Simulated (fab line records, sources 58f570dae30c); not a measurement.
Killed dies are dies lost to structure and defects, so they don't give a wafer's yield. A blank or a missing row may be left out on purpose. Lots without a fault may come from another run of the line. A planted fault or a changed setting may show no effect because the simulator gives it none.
fab line records | flow berkeley_cmos170
record lots=5 wafers=23
route steps=331 shown CONTACT@217 M1@242 M2@283 V2@299
start_h: hours from the record's first day to the start of the lot's first wafer shown | wait_h: hours since the lot's step before | " the same as in the row above | L1.1+2: a row that stands for several wafers | - no value, or no start given | * or withheld: withheld | < > ~ a bound
route shown NAME@n: a module of which the file shows steps, and the number in the route of the first | usual: mean/standard deviation of fault-free wafers | same: alike in all rows | chamber/n: place in a boat | sites: the reading at each site | _std_site: their standard deviation | _edge_site: outer sites' mean less inner sites' | radius_mm: how far each site lies from the wafer's centre | mask NAME#n: copy n | behind: the tool/chamber that last shaped the wafer | hold: why the lot was held/for how many hours/how that ended | device: the transistor (n, p or np) that didn't switch | end of line: the same wafers' tests at the end of the route | a step without rows: its recipe alone | killed: dies lost to structure and defects at the first sort, not the wafer's yield | map: a wafer's dies, x killed, . not, _ none there
set.NAME: the setting as run; set.NAME@STEP: as run at that earlier step | model.NAME: the simulator's own value behind a step, which no gauge read
lots whose settings were changed on purpose; a table a step, a row a wafer
## steps
# step UCB170_CONTACT_CVD_01
# recipe material=PSG target_thk_nm=700 temp_c=450 precursor=SiH4/O2/PH3 time_s=2820 pressure_mtorr=300 sih4_flow_sccm=60 o2_flow_sccm=90 ph3_flow_sccm=25
# columns lot.wafer tool chamber start_h wait_h set.time_s model.PSG_of_CONTACT_CVD_01.thk_nm
L074.3 lpcvd-02 0 129.13 0.7 2820 707.3
L074.4 " 0 " " 2820 701.2
L074.5 " 0 " " 2820 702.1
L075.2 - - - 1.5 2820 701.5
L075.3 " - " " 2820 702
L075.4 " - " " 2820 695.8
L075.5+6 " - " " 2820 699.8
L076.1 - - - 1.4 2820 699.3
L076.3 " - " " 2820 705.6
L076.4 " - " " 2820 708.6
L076.5 " - " " 2820 700.1
L076.6 " - " " 2820 703.2
L078.1 - - - 0.2 2991 748.1
L078.2 " - " " 2991 751
L078.3 " - " " 2991 745.3
L078.4 " - " " 2991 750.1
L078.5 " - " " 2991 747.1
L085.1 - - - 0.8 3005 751.9
L085.3 " - " " 3005 746.1
L085.4 " - " " 3005 754.6
L085.5 " - " " 3005 752.1
L085.6 " - " " 3005 747.4
# step UCB170_CONTACT_THK_MEAS_02
# recipe reads=PSG_of_CONTACT_CVD_01
# usual CONTACT_PSG_THK=702/7.5
# columns lot.wafer tool chamber start_h wait_h set.time_s@CONTACT_CVD_01 CONTACT_PSG_THK[nm]
L074.3 film_metro-01 - 130.94 0.0 2820 708
L074.4 " - " " 2820 701
L074.5 " - " " 2820 703
L076.1 film_metro-02 - - - 2820 699
L076.3 " - " " 2820 706
L076.4 " - " " 2820 708
L076.5 " - " " 2820 700
L076.6 " - " " 2820 703
L075.2 film_metro-03 - - - 2820 702
L075.3 " - " " 2820 702
L075.4 " - " " 2820 696
L075.5 " - " " 2820 700
L075.6 " - " " 2820 700
L078.1 film_metro-03 - - - 2991 749
L078.2 " - " " 2991 751
L078.3 " - " " 2991 745
L078.4 " - " " 2991 750
L078.5 " - " " 2991 747
L085.1 film_metro-01 - - - 3005 753
L085.3 " - " " 3005 746
L085.4 " - " " 3005 755
L085.5 " - " " 3005 752
L085.6 " - " " 3005 747
# step UCB170_CONTACT_EXPOSE_12
# recipe mask_id=CONT target_cd_nm=700 na=0.5 sigma_outer=0.6 source_shape=conventional dose_mj=35
# columns lot.wafer tool chamber start_h wait_h mask set.dose_mj
L074.3+4+5 krf_scanner-02 0 132.47 - CONT#0 35
L076.1+6 krf_scanner-01 0 140.35 - CONT#0 35
L076.3+4+5 " 0 " " CONT#0 35.71
L075.2+5+6 krf_scanner-02 0 140.61 - CONT#0 32.92
L075.3+4 " 0 " " CONT#0 35
L078.1+2+3+4+5 krf_scanner-02 0 157.27 - CONT#0 35
L085.1+4+5 krf_scanner-01 0 192.53 - CONT#0 34.16
L085.3+6 " 0 " " CONT#0 35
# step UCB170_CONTACT_PEB_13
# recipe peb_temp_c=130 peb_time_s=withheld resist=KrF
# step UCB170_CONTACT_DEVELOP_14
# recipe developer=TMAH develop_time_s=45 resist=KrF dev_temp_c=21
# step UCB170_CONTACT_CD_MEAS_15
# recipe target_cd_nm=700
# usual cd_nm=700.5/1.5
# columns lot.wafer tool chamber start_h wait_h set.dose_mj@CONTACT_EXPOSE_12 cd_nm
L074.3 cd_sem-01 - 133.19 - 35 700.6
L074.4 " - " " 35 698.0
L074.5 " - " " 35 699.7
L076.1 cd_sem-01 - 140.74 - 35 698.8
L076.3 " - " " 35.71 701.0
L076.4 " - " " 35.71 702.8
L076.5 " - " " 35.71 702.2
L076.6 " - " " 35 700.3
L075.2 cd_sem-02 - 141.12 - 32.92 689.2
L075.3 " - " " 35 700.9
L075.4 " - " " 35 701.7
L075.5 " - " " 32.92 690.2
L075.6 " - " " 32.92 690.2
L078.1 cd_sem-01 - 157.84 - 35 700.7
L078.2 " - " " 35 700.5
L078.3 " - " " 35 700.4
L078.4 " - " " 35 701.3
L078.5 " - " " 35 700.6
L085.1 cd_sem-02 - 192.93 - 34.16 695.6
L085.3 " - " " 35 699.8
L085.4 " - " " 34.16 694.7
L085.5 " - " " 34.16 694.3
L085.6 " - " " 35 698.1
# step UCB170_CONTACT_ETCH_17
# recipe chemistry=N2/H2 target_depth_a=withheld overetch_a=withheld target=BARC time_s=withheld source_w=500 bias_w=100 pressure_mtorr=30 n2_flow_sccm=100 h2_flow_sccm=200
# columns lot.wafer tool chamber start_h wait_h set.dose_mj@CONTACT_EXPOSE_12 model.CONTACT.cd_nm
L074.3 rie_diel-03 2 133.31 0.0 35 699.6
L074.4 " 1 " " 35 697.6
L074.5 " 1 " " 35 699.1
L076.1 rie_diel-01 2 140.90 0.0 35 698.8
L076.3 " 1 " " 35.71 701
L076.4 " 3 " " 35.71 702.4
L076.5 " 3 " " 35.71 701.5
L076.6 " 2 " " 35 700.1
L075.2 rie_diel-04 0 141.28 0.0 32.92 689.2
L075.3 " 3 " " 35 701.3
L075.4 " 1 " " 35 701.6
L075.5 " 3 " " 32.92 690
L075.6 " 0 " " 32.92 690.3
L078.1 rie_diel-03 2 157.99 0.0 35 700.5
L078.2 " 3 " " 35 700.8
L078.3 " 0 " " 35 700.2
L078.4 " 1 " " 35 701.1
L078.5 " 3 " " 35 700.7
L085.1 rie_diel-04 0 193.08 0.0 34.16 695.8
L085.3 " 1 " " 35 699.4
L085.4 " 2 " " 34.16 695.1
L085.5 " 3 " " 34.16 694.6
L085.6 " 0 " " 35 698.2
# step UCB170_CONTACT_ETCH_18
# recipe chemistry=CHF3/CF4/Ar target=PSG stop_on=TiSi2 CHF3_flow_sccm=45 cf4_flow_sccm=15 Ar_flow_sccm=150 pressure_mtorr=200 rf_w=700 target_depth_a=8400 over_etch_frac=0.2 time_s=195
# columns lot.wafer tool chamber start_h wait_h set.time_s@CONTACT_CVD_01 model.etch.depth_nm model.CONTACT.feature_depth_nm
L074.3 rie_diel-03 2 - - 2820 707.3 707.3
L074.4 " 1 " " 2820 701.2 701.2
L074.5 " 1 " " 2820 702.1 702.1
L076.1 rie_diel-01 2 - - 2820 699.3 699.3
L076.3 " 1 " " 2820 705.6 705.6
L076.4 " 3 " " 2820 708.6 708.6
L076.5 " 3 " " 2820 700.1 700.1
L076.6 " 2 " " 2820 703.2 703.2
L075.2 rie_diel-04 0 - - 2820 701.5 701.5
L075.3 " 3 " " 2820 702 702
L075.4 " 1 " " 2820 695.8 695.8
L075.5+6 " 3,0 " " 2820 699.8 699.8
L078.1 rie_diel-03 2 - - 2991 748.1 748.1
L078.2 " 3 " " 2991 751 751
L078.3 " 0 " " 2991 745.3 745.3
L078.4 " 1 " " 2991 750.1 750.1
L078.5 " 3 " " 2991 747.1 747.1
L085.1 rie_diel-04 0 - - 3005 751.9 751.9
L085.3 " 1 " " 3005 746.1 746.1
L085.4 " 2 " " 3005 754.6 754.6
L085.5 " 3 " " 3005 752.1 752.1
L085.6 " 0 " " 3005 747.4 747.4
# step UCB170_CONTACT_STRIP_19
# recipe chemistry=O2 power_w=400 pressure_mtorr=3500 platen_temp_c=withheld o2_flow_sccm=400 overash_fraction=0.5
# step UCB170_CONTACT_CD_MEAS_90
# recipe target_cd_nm=700
# usual cd_nm=700.1/1.5
# columns lot.wafer tool chamber start_h wait_h set.dose_mj@CONTACT_EXPOSE_12 cd_nm
L074.3 cd_sem-02 - 133.62 0.1 35 699.6
L074.4 " - " " 35 697.5
L074.5 " - " " 35 698.8
L076.1 cd_sem-01 - 141.21 0.1 35 698.9
L076.3 " - " " 35.71 701.7
L076.4 " - " " 35.71 702.0
L076.5 " - " " 35.71 701.8
L076.6 " - " " 35 699.9
L075.2 cd_sem-02 - 141.57 0.1 32.92 688.6
L075.3 " - " " 35 701.7
L075.4 " - " " 35 701.3
L075.5 " - " " 32.92 689.7
L075.6 " - " " 32.92 690.1
L078.1 cd_sem-01 - 158.32 0.1 35 700.6
L078.2 " - " " 35 701.1
L078.3 " - " " 35 699.9
L078.4 " - " " 35 700.7
L078.5 " - " " 35 700.5
L085.1 cd_sem-02 - 193.35 0.1 34.16 695.8
L085.3 " - " " 35 699.2
L085.4 " - " " 34.16 695.2
L085.5 " - " " 34.16 695.2
L085.6 " - " " 35 698.3
# step UCB170_M1_COAT_04
# recipe resist=KrF spin_rpm=1500 resist_thk_nm=900
# columns lot.wafer tool chamber start_h wait_h set.spin_rpm model.KrF_of_M1_COAT_04.thk_nm
L074.3 litho_track-02 0 - - 1500 899.5
L074.4 " 0 " " 1500 901.7
L074.5 " 0 " " 1500 901.5
L076.1 litho_track-01 0 - - 1593 878.4
L076.3 " 0 " " 1500 901.5
L076.4 " 0 " " 1593 874.7
L076.5 " 0 " " 1593 877.1
L076.6 " 0 " " 1500 902.8
L075.2 litho_track-02 0 - - 1500 899.7
L075.3 " 0 " " 1500 899.1
L075.4 " 0 " " 1500 901.6
L075.5 " 0 " " 1606 872.2
L075.6 " 0 " " 1606 867.4
L078.1 litho_track-02 0 - - 1500 905
L078.2 " 0 " " 1500 904.8
L078.3 " 0 " " 1500 903
L078.4 " 0 " " 1500 903.4
L078.5 " 0 " " 1500 904.2
L085.1 litho_track-04 0 - - 1576 880.1
L085.3 " 0 " " 1576 878.5
L085.4 " 0 " " 1576 876.6
L085.5 " 0 " " 1500 899.8
L085.6 " 0 " " 1500 901.1
# step UCB170_M2_EXPOSE_12
# recipe mask_id=METAL2 target_cd_nm=700 na=0.5 sigma_outer=0.6 source_shape=conventional dose_mj=26
# columns lot.wafer tool chamber start_h wait_h mask set.dose_mj
L074.3+4+5 krf_scanner-02 0 143.19 - METAL2#0 26
L076.1+5+6 krf_scanner-02 0 150.85 - METAL2#0 26
L076.3+4 " 0 " " METAL2#0 26.76
L075.2+4+6 krf_scanner-01 0 151.78 - METAL2#0 25.2
L075.3+5 " 0 " " METAL2#0 26
L078.1+2+4 krf_scanner-01 0 170.87 - METAL2#0 26
L078.3+5 " 0 " " METAL2#0 27.61
L085.1+5 krf_scanner-02 0 203.14 - METAL2#0 26
L085.3+4+6 " 0 " " METAL2#0 26.81
# step UCB170_M2_PEB_13
# recipe peb_temp_c=130 peb_time_s=withheld resist=KrF
# step UCB170_M2_DEVELOP_14
# recipe developer=TMAH develop_time_s=45 resist=KrF dev_temp_c=21
# step UCB170_M2_CD_MEAS_15
# recipe target_cd_nm=700
# usual cd_nm=700.1/2
# columns lot.wafer tool chamber start_h wait_h set.dose_mj@M2_EXPOSE_12 cd_nm
L074.3 cd_sem-01 - 143.58 - 26 702.1
L074.4 " - " " 26 702.4
L074.5 " - " " 26 701.8
L076.1 cd_sem-01 - 151.76 - 26 701.7
L076.3 " - " " 26.76 697.8
L076.4 " - " " 26.76 697.0
L076.5 " - " " 26 700.3
L076.6 " - " " 26 702.1
L075.2 cd_sem-02 - 152.20 - 25.2 700.8
L075.3 " - " " 26 695.4
L075.4 " - " " 25.2 701.5
L075.5 " - " " 26 695.6
L075.6 " - " " 25.2 702.0
L078.1 cd_sem-01 - 171.26 - 26 702.2
L078.2 " - " " 26 701.9
L078.3 " - " " 27.61 691.6
L078.4 " - " " 26 701.1
L078.5 " - " " 27.61 693.1
L085.1 cd_sem-01 - 203.53 - 26 698.0
L085.3 " - " " 26.81 693.4
L085.4 " - " " 26.81 693.8
L085.5 " - " " 26 698.6
L085.6 " - " " 26.81 693.2
# step UCB170_M2_ETCH_17
# recipe chemistry=N2/H2 target_depth_a=withheld overetch_a=withheld target=BARC time_s=withheld source_w=500 bias_w=100 pressure_mtorr=30 n2_flow_sccm=100 h2_flow_sccm=200
# columns lot.wafer tool chamber start_h wait_h set.dose_mj@M2_EXPOSE_12 model.M2.cd_nm
L074.3+4 rie_diel-01 3,1 143.70 0.0 26 701.9
L074.5 " 3 " " 26 701.4
L076.1 rie_diel-04 0 151.91 0.0 26 701.9
L076.3 " 3 " " 26.76 697.3
L076.4 " 1 " " 26.76 697.5
L076.5 " 3 " " 26 700.1
L076.6 " 0 " " 26 702.1
L075.2 rie_diel-01 1 152.34 0.0 25.2 701.1
L075.3 " 0 " " 26 695.7
L075.4 " 3 " " 25.2 701.2
L075.5 " 0 " " 26 695.3
L075.6 " 1 " " 25.2 701.9
L078.1 rie_diel-02 3 171.42 0.0 26 702.5
L078.2 " 2 " " 26 702.2
L078.3 " 0 " " 27.61 691.2
L078.4 " 1 " " 26 701.3
L078.5 " 0 " " 27.61 692.7
L085.1 rie_diel-02 2 203.69 0.0 26 698.7
L085.3+6 " 0 " " 26.81 693.2
L085.4 " 3 " " 26.81 694.1
L085.5 " 1 " " 26 699.4
# step UCB170_M2_METAL_ETCH_18
# recipe chemistry=Cl2/BCl3 target=Al stop_on=SiO2 pressure_mtorr=12 target_depth_a=11700 over_etch_frac=0.3 time_s=195 icp_w=600 bias_w=120 Cl2_flow_sccm=90 bcl3_flow_sccm=45
# columns lot.wafer tool chamber start_h wait_h set.over_etch_frac model.KrF_of_M2_COAT_10.thk_nm
L074.3 rie_metal-04 0 143.80 - 0.3 230
L074.4 " 1 " " 0.3 248.5
L074.5 " 0 " " 0.3 240.6
L076.1 rie_metal-04 0 151.96 - 0.3 238.2
L076.3 " 1 " " 0.3 241.4
L076.4 " 0 " " 0.3 234.9
L076.5 " 1 " " 0.3 237.8
L076.6 " 0 " " 0.3 235.4
L075.2 rie_metal-01 0 152.38 - 0.3 242.1
L075.3 " 0 " " 0.2244 282.9
L075.4 " 1 " " 0.2244 270.6
L075.5 " 1 " " 0.3 231.2
L075.6 " 0 " " 0.3 246.2
L078.1 rie_metal-02 1 171.46 - 0.27 251.1
L078.2 " 0 " " 0.27 239.9
L078.3 " 1 " " 0.3 236.8
L078.4 " 0 " " 0.3 221.3
L078.5 " 0 " " 0.3 224.5
L085.1 rie_metal-01 0 203.73 - 0.2665 265.5
L085.3 " 1 " " 0.3 233.5
L085.4 " 0 " " 0.3 248.4
L085.5 " 1 " " 0.2665 255.8
L085.6 " 0 " " 0.2665 266.6
# step UCB170_V2_COAT_07
# recipe resist=KrF spin_rpm=1500 resist_thk_nm=900
# columns lot.wafer tool chamber start_h wait_h set.resist_thk_nm model.KrF_of_V2_COAT_07.thk_nm
L074.3 litho_track-02 0 145.22 0.1 900 901.1
L074.4 " 0 " " 900 900.6
L074.5 " 0 " " 900 901.7
L076.1 litho_track-03 0 153.56 0.1 886.2 887.4
L076.3 " 0 " " 900 898.7
L076.4 " 0 " " 886.2 889.1
L076.5 " 0 " " 900 899.6
L076.6 " 0 " " 900 899.7
L075.2 litho_track-03 0 154.03 0.1 900 901.4
L075.3 " 0 " " 900 901.1
L075.4 " 0 " " 900 899.4
L075.5 " 0 " " 900 903.8
L075.6 " 0 " " 900 899.9
L078.1+3 litho_track-01 0 172.89 0.1 900 900.2
L078.2 " 0 " " 900 897.7
L078.4 " 0 " " 900 900.3
L078.5 " 0 " " 900 900.1
L085.1 litho_track-02 0 205.73 0.1 900 904.3
L085.3 " 0 " " 945.3 947.3
L085.4 " 0 " " 900 906.6
L085.5 " 0 " " 945.3 949.3
L085.6 " 0 " " 900 902.9
# step UCB170_V2_ETCH_14
# recipe chemistry=CHF3/CF4/Ar target=SiO2 stop_on=Al CHF3_flow_sccm=45 cf4_flow_sccm=15 Ar_flow_sccm=150 pressure_mtorr=200 rf_w=700 target_depth_a=12500 over_etch_frac=0.25 time_s=291
# columns lot.wafer tool chamber start_h wait_h set.time_s set.resist_thk_nm@V2_COAT_07 model.KrF_of_V2_COAT_07.thk_nm
L074.3 rie_diel-04 0 146.02 0.0 291 900 614.4
L074.4 " 3 " " 291 900 616.6
L074.5 " 1 " " 291 900 612.8
L076.1 rie_diel-03 1 154.53 0.0 272.6 886.2 614.7
L076.3 " 3 " " 272.6 900 626.8
L076.4 " 0 " " 272.6 886.2 617.5
L076.5 " 1 " " 291 900 611.1
L076.6 " 0 " " 291 900 610.9
L075.2 rie_diel-01 1 155.08 0.0 291 900 612.1
L075.3 " 2 " " 291 900 611.1
L075.4 " 3 " " 291 900 610.7
L075.5 " 1 " " 312.4 900 593.4
L075.6 " 0 " " 312.4 900 590.7
L078.1 rie_diel-01 3 173.73 0.0 272.8 900 628.4
L078.2 " 2 " " 291 900 604.9
L078.3 " 1 " " 272.8 900 624.4
L078.4 " 0 " " 291 900 603
L078.5 " 2 " " 291 900 606.1
L085.1 rie_diel-04 3 206.84 0.0 324.9 900 582.9
L085.3 " 1 " " 291 945.3 656
L085.4 " 2 " " 324.9 900 580.5
L085.5 " 2 " " 291 945.3 653.8
L085.6 " 1 " " 291 900 613.9
# step UCB170_V2_STRIP_15
# recipe chemistry=O2 power_w=400 pressure_mtorr=3500 platen_temp_c=withheld o2_flow_sccm=400 overash_fraction=0.5
# usual strip_time_to_endpoint_s=15.34/0.095
# columns lot.wafer tool chamber start_h wait_h set.resist_thk_nm@V2_COAT_07 set.time_s@V2_ETCH_14 strip_time_to_endpoint_s
L074.3 plasma_asher-01 1 146.23 0.1 900 291 15.42
L074.4 " 0 " " 900 291 15.46
L074.5 " 0 " " 900 291 15.37
L076.1 plasma_asher-04 1 154.71 0.1 886.2 272.6 15.42
L076.3 " 1 " " 900 272.6 15.71
L076.4 " 0 " " 886.2 272.6 15.50
L076.5 " 1 " " 900 291 15.32
L076.6 " 0 " " 900 291 15.33
L075.2 plasma_asher-01 0 155.26 0.1 900 291 15.36
L075.3 " 1 " " 900 291 15.33
L075.4 " 0 " " 900 291 15.32
L075.5 " 0 " " 900 312.4 14.90
L075.6 " 1 " " 900 312.4 14.85
L078.1 plasma_asher-04 0 173.91 0.1 900 272.8 15.74
L078.2 " 1 " " 900 291 15.19
L078.3 " 1 " " 900 272.8 15.66
L078.4 " 0 " " 900 291 15.15
L078.5 " 0 " " 900 291 15.22
L085.1 plasma_asher-04 1 207.02 0.1 900 324.9 14.68
L085.3 " 0 " " 945.3 291 16.32
L085.4 " 1 " " 900 324.9 14.60
L085.5 " 1 " " 945.3 291 16.29
L085.6 " 0 " " 900 291 15.40
## key
split step=UCB170_CONTACT_CVD_01 setting=time_s stated=2820 by=lot
response step=UCB170_CONTACT_CVD_01 reading=model.PSG_of_CONTACT_CVD_01.thk_nm change=+7.5 per=1% r=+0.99
response step=UCB170_CONTACT_THK_MEAS_02 reading=CONTACT_PSG_THK change=+7.5 per=1% r=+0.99
response step=UCB170_CONTACT_ETCH_18 reading=model.etch.depth_nm change=+7.5 per=1% r=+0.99
response step=UCB170_CONTACT_ETCH_18 reading=model.CONTACT.feature_depth_nm change=+7.5 per=1% r=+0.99
split step=UCB170_CONTACT_EXPOSE_12 setting=dose_mj stated=35 by=wafer
response step=UCB170_CONTACT_CD_MEAS_15 reading=cd_nm change=+1.83 per=1% r=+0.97
response step=UCB170_CONTACT_ETCH_17 reading=model.CONTACT.cd_nm change=+1.82 per=1% r=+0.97
response step=UCB170_CONTACT_CD_MEAS_90 reading=cd_nm change=+1.87 per=1% r=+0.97
split step=UCB170_M1_COAT_04 setting=spin_rpm stated=1500 by=wafer
response step=UCB170_M1_COAT_04 reading=model.KrF_of_M1_COAT_04.thk_nm change=-4.24 per=1% r=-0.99
split step=UCB170_M2_EXPOSE_12 setting=dose_mj stated=26 by=wafer
response step=UCB170_M2_CD_MEAS_15 reading=cd_nm change=-1.57 per=1% r=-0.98
response step=UCB170_M2_ETCH_17 reading=model.M2.cd_nm change=-1.65 per=1% r=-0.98
split step=UCB170_M2_METAL_ETCH_18 setting=over_etch_frac stated=0.3 by=wafer
response step=UCB170_M2_METAL_ETCH_18 reading=model.KrF_of_M2_COAT_10.thk_nm change=-1.57 per=1% r=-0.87
split step=UCB170_V2_COAT_07 setting=resist_thk_nm stated=900 by=wafer
response step=UCB170_V2_COAT_07 reading=model.KrF_of_V2_COAT_07.thk_nm change=+8.56 per=1% r=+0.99
response step=UCB170_V2_ETCH_14 reading=model.KrF_of_V2_COAT_07.thk_nm slope=+8.01 per=1% together_with=time_s@V2_ETCH_14 explained=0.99
response step=UCB170_V2_STRIP_15 reading=strip_time_to_endpoint_s slope=* per=1% together_with=time_s@V2_ETCH_14 explained=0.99
split step=UCB170_V2_ETCH_14 setting=time_s stated=291 by=wafer
response step=UCB170_V2_STRIP_15 reading=strip_time_to_endpoint_s change=* per=1% r=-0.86
response step=UCB170_V2_ETCH_14 reading=model.KrF_of_V2_COAT_07.thk_nm slope=-2.84 per=1% together_with=resist_thk_nm@V2_COAT_07 explained=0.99
